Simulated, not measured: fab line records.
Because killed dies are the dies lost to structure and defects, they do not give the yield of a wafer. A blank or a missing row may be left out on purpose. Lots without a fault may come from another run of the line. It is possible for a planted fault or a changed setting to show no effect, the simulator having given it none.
Code-filled problem report in 8D (eight disciplines) form ; flow berkeleyCmos170 ; the parts of the form that need people (team, actions taken, sign-off) are left out

== 1. THE PROBLEM ==
Mean of heaterPowerTotalW at UCB170_ZERO_PEB_04: 67.73 W across 9 wafers in 3 lots; on wafers with no fault it is 56.80 W (standard deviation 0.04). That is +99 or more standard deviations from the usual mean.
The first sign was on wafer L773.4 at day 4 17:05, on lithoTrack-02. At this step, 45 wafers from 15 lots have a number in the record. Rule for "out", or "out of limits": more than 4 standard deviations from the usual mean. The rest of the wafers with a number are treated as sound.

== 2. WHAT IT IS; WHAT IT IS NOT ==
question;is;is not
which readings at this step;heaterPowerTotalW, plateTempC;-
which lots;L773, L776, L778;L759, L760, L761, L762, L763, L764, L766, L767, L771, L772, L774, L782
which wafers of those lots;all that have a number;-
read on which tools;lithoTrack-02;lithoTrack-03, lithoTrack-04
when;from day 4 17:05;"up to then (30 sound wafers); but 6 sound wafers of L774, L782 came after"

== 3. WHAT RULES OUT EACH SUSPECT ==
Counting: a tool stays on the suspect list if, at a process step up to the reading, it processed all lots that are out and no sound lot following the first of them.
- lithoTrack-02 at UCB170_ZERO_PEB_04: kept. It processed each lot that is out, first L773 at day 4 17:05, and no sound lot thereafter; up to then, the last sound lot it processed was L771 at day 4 04:04. On those wafers its own readings are out: heaterPowerTotalW, plateTempC.
Left after counting: lithoTrack-02 at UCB170_ZERO_PEB_04.

== 4. THE CAUSE (what the simulator had put in) ==
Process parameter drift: lithoTrack-02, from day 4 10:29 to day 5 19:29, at UCB170_ZERO_PEB_04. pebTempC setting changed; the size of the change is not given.
Counting left only this tool.

== 5. THE CHAIN OF EFFECTS, in route order ==
Each row: a reading where the mean over the struck wafers with a number is more than 3 standard deviations away from the usual. Scope: only readings with a usual standard deviation given in the record; hours: median across lots of the time from each lot's start at the first step in this table that gives one to its start at this step; sigmas: change in usual standard deviations.
hours;step;reading;usual;on struck wafers;change;sigmas
0;UCB170_ZERO_PEB_04;heaterPowerTotalW;56.80 W;67.73;+10.93;+99 or more
0;UCB170_ZERO_PEB_04;plateTempC;129.97 C;148.95;+18.98;+99 or more
Here are the process steps it includes:
- UCB170_ZERO_PEB_04

== 6. HOW IT WOULD HAVE BEEN CAUGHT EARLIER ==
7 hours passed between the start of the fault at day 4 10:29 and the first reading out of limits in this record, taken at day 4 17:05.
